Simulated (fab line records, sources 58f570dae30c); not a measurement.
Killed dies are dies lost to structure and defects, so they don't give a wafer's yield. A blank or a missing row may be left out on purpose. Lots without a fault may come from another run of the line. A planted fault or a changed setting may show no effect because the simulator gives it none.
fab line records | flow berkeley_cmos170
record lots=6 wafers=18 last_day=12
route steps=331 shown M3@310
lots that met no fault: from a run of the same line without faults
start_h: hours from the record's first day to the start of the lot's first wafer shown | wait_h: hours since the lot's step before | " the same as in the row above | L1.1+2: a row that stands for several wafers | - no value, or no start given | * or withheld: withheld | < > ~ a bound
route shown NAME@n: a module of which the file shows steps, and the number in the route of the first | usual: mean/standard deviation of fault-free wafers | same: alike in all rows | chamber/n: place in a boat | sites: the reading at each site | _std_site: their standard deviation | _edge_site: outer sites' mean less inner sites' | radius_mm: how far each site lies from the wafer's centre | mask NAME#n: copy n | behind: the tool/chamber that last shaped the wafer | hold: why the lot was held/for how many hours/how that ended | device: the transistor (n, p or np) that didn't switch | end of line: the same wafers' tests at the end of the route | a step without rows: its recipe alone | killed: dies lost to structure and defects at the first sort, not the wafer's yield | map: a wafer's dies, x killed, . not, _ none there
set.NAME: the setting as run; set.NAME@STEP: as run at that earlier step | model.NAME: the simulator's own value behind a step, which no gauge read
lots at some steps of the route; a table a step, a row a wafer
services: from which hour (start_h, from the record's first day; less than 0 if before it) a tool's chamber was out of use, for how many hours, and why
## steps
# step UCB170_M3_SPUTTER_01
# recipe material=Al target_thk_nm=900 time_s=115.2 power_w=6000 chamber_pressure_pa=0.5
# usual throttle_valve_pct=29.9/0.55
# columns lot.wafer tool chamber start_h wait_h throttle_valve_pct
L901.2 pvd_sputter-02 - 216.16 0.0 30.3
L901.4 " - " " 28.8
L901.5 " - " " 29.4
L903.3 pvd_sputter-04 - 218.97 0.0 30.4
L903.5 " - " " 28.9
L903.6 " - " " 30.1
L909.3 pvd_sputter-03 - 257.85 0.0 29.9
L909.4 " - " " 30.6
L909.5 " - " " 29.8
L910.2 pvd_sputter-04 - 258.60 0.0 30.1
L910.3 " - " " 30.2
L910.6 " - " " 28.8
L911.1 pvd_sputter-03 - 274.84 0.0 30.3
L911.2 " - " " 29.9
L911.4 " - " " 30.2
L913.1 pvd_sputter-03 - 290.10 0.0 29.9
L913.3 " - " " 30.2
L913.5 " - " " 30.0
# step UCB170_M3_RS_MEAS_02
# recipe thk_meas_gauge=four-point-probe reads=Al_of_M3_SPUTTER_01
# usual M3_AL_RS=0.0333/0.00039
# columns lot.wafer tool chamber start_h wait_h M3_AL_RS[ohm/sq]
L901.2 film_metro-04 - 216.26 0.1 0.0335
L901.4 " - " " 0.0333
L901.5 " - " " 0.0337
L903.3 film_metro-04 - 219.09 0.1 0.0325
L903.5 " - " " 0.0328
L903.6 " - " " 0.0330
L909.3 film_metro-01 - 257.98 0.1 0.0335
L909.4 " - " " 0.0340
L909.5 " - " " 0.0336
L910.2 film_metro-04 - 258.70 0.1 0.0335
L910.3 " - " " 0.0331
L910.6 " - " " 0.0334
L911.1 film_metro-03 - 274.92 0.0 0.0333
L911.2 " - " " 0.0337
L911.4 " - " " 0.0331
L913.1 film_metro-03 - 290.18 0.0 0.0336
L913.3 " - " " 0.0335
L913.5 " - " " 0.0337
# step UCB170_M3_THK_MEAS_03
# recipe thk_meas_gauge=xrf reads=Al_of_M3_SPUTTER_01
# usual M3_AL_THK=859/12
# columns lot.wafer tool chamber start_h wait_h M3_AL_THK[nm]
L901.2 film_metro-04 - 216.37 0.1 865
L901.4 " - " " 870
L901.5 " - " " 859
L903.3 film_metro-04 - 219.19 0.1 901
L903.5 " - " " 883
L903.6 " - " " 874
L909.3 film_metro-01 - 258.08 0.1 846
L909.4 " - " " 833
L909.5 " - " " 841
L910.2 film_metro-04 - 258.81 0.1 864
L910.3 " - " " 873
L910.6 " - " " 866
L911.1 film_metro-03 - 275.04 0.1 854
L911.2 " - " " 846
L911.4 " - " " 860
L913.1 film_metro-03 - 290.30 0.1 851
L913.3 " - " " 850
L913.5 " - " " 845
# step UCB170_M3_HMDS_04
# recipe prime_time_s=60 prime_temp_c=100
# step UCB170_M3_COAT_05
# recipe resist=KrF spin_rpm=1500 resist_thk_nm=900
# step UCB170_M3_SOFTBAKE_06
# recipe resist=KrF temp_c=130 time_s=60
# step UCB170_M3_STRIP_07
# recipe chemistry=O2 power_w=400 pressure_mtorr=3500 platen_temp_c=withheld o2_flow_sccm=400 overash_fraction=0.5
# usual drypump_motor_current_A=6.1/0.34 oes_product_au=0.735/0.0044 strip_time_to_endpoint_s=21.97/0.056
# columns lot.wafer tool chamber start_h wait_h drypump_motor_current_A oes_product_au rf_hours_counter_h strip_time_to_endpoint_s
L901.2 plasma_asher-01 0 216.87 0.1 6.5 0.739 43 21.98
L901.4 " 1 " " 6.3 0.732 - 21.95
L901.5 " 0 " " 6.5 0.740 - 22.02
L903.3 plasma_asher-01 0 219.72 0.1 6.5 0.736 - 22.04
L903.5 " 1 " " 6.3 0.735 - 21.98
L903.6 " 0 " " 6.5 0.732 - 22.04
L909.3 plasma_asher-02 1 258.75 0.1 6.1 0.738 - 22.09
L909.4 " 0 " " 5.5 0.724 - 22.05
L909.5 " 1 " " 6.1 0.735 - 22.04
L910.2 plasma_asher-02 1 259.60 0.1 6.1 0.737 54 21.99
L910.3 " 0 " " 5.5 0.735 - 21.98
L910.6 " 0 " " 5.5 0.732 - 21.99
L911.1 plasma_asher-01 1 275.55 0.1 6.3 0.737 49 21.98
L911.2 " 0 " " 6.5 0.733 49 21.97
L911.4 " 0 " " 6.5 0.737 - 21.93
L913.1 plasma_asher-02 1 291.20 0.1 6.1 0.737 58 21.97
L913.3 " 0 " " 5.5 0.740 - 22.00
L913.5 " 0 " " 5.5 0.735 - 21.99
# step UCB170_M3_STRIP_08
# recipe chemistry=DMSO temp_c=80 time_s=600 material=KrF
# step UCB170_M3_COAT_09
# recipe resist=BARC temp_c=withheld time_s=withheld spin_rpm=3000 resist_thk_nm=withheld
# step UCB170_M3_COAT_10
# recipe resist=KrF spin_rpm=1500 resist_thk_nm=900
# step UCB170_M3_SOFTBAKE_11
# recipe resist=KrF temp_c=130 time_s=60
# step UCB170_M3_EXPOSE_12
# recipe mask_id=METAL3 target_cd_nm=700 na=0.5 sigma_outer=0.6 source_shape=conventional dose_mj=26
# step UCB170_M3_PEB_13
# recipe peb_temp_c=130 peb_time_s=withheld resist=KrF
# usual chill_plate_temp_C=23.01/0.11 exhaust_pa=44.8/0.95
# columns lot.wafer tool chamber start_h wait_h chill_plate_temp_C exhaust_pa
L901.2 litho_track-01 0 217.77 0.1 23.10 44.3
L901.4 " 0 " " 23.07 45.0
L901.5 " 0 " " 23.15 42.9
L903.3 litho_track-04 0 220.71 0.1 23.06 44.0
L903.5 " 0 " " 23.05 45.7
L903.6 " 0 " " 23.02 44.8
L909.3 litho_track-01 - 259.79 0.1 - -
L909.4 " - " " - -
L909.5 " - " " - -
L910.2 litho_track-01 - 260.60 0.1 - -
L910.3 " - " " - -
L910.6 " - " " - -
L911.1 litho_track-02 0 276.60 0.1 23.04 44.4
L911.2 " 0 " " 23.03 45.9
L911.4 " 0 " " 23.27 45.5
L913.1 litho_track-02 0 293.40 0.7 22.85 44.6
L913.3 " 0 " " 23.00 44.8
L913.5 " 0 " " 23.06 46.5
# step UCB170_M3_DEVELOP_14
# recipe developer=TMAH develop_time_s=45 resist=KrF dev_temp_c=21
## services
# columns tool chamber start_h hours kind
pvd_sputter-03 - 224.56 1.0 repair
plasma_asher-01 - 229.33 0.5 repair
pvd_sputter-04 - 229.91 3.8 repair
pvd_sputter-04 - 246.16 2.6 repair
plasma_asher-02 - 287.97 0.5 repair
plasma_asher-01 - 289.87 1.5 repair
## key
first_sign step=UCB170_M3_PEB_13 reading=tool_record direction=missing
effect none on later readings
met_at UCB170_M3_PEB_13
struck_wafers L909.3,L909.4,L909.5,L910.2,L910.3,L910.6
later_rows_left_out L909.3,L909.4,L909.5,L910.2,L910.3,L910.6
sort_left_out L909.3,L909.4,L909.5,L910.2,L910.3,L910.6
onset_between 217.77 259.79
fault kind=skipped_step_whole tool=litho_track-01 chamber=- onset_h=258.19 steps=UCB170_M3_PEB_13 scope=struck_lots_only
# sort_left_out: the simulated sort isn't trusted on such a fault, so these wafers' sort isn't shown, and their yield isn't known
# later_rows_left_out: the simulator's readings of these wafers behind a module that went badly wrong aren't trusted and aren't shown, but for the sort
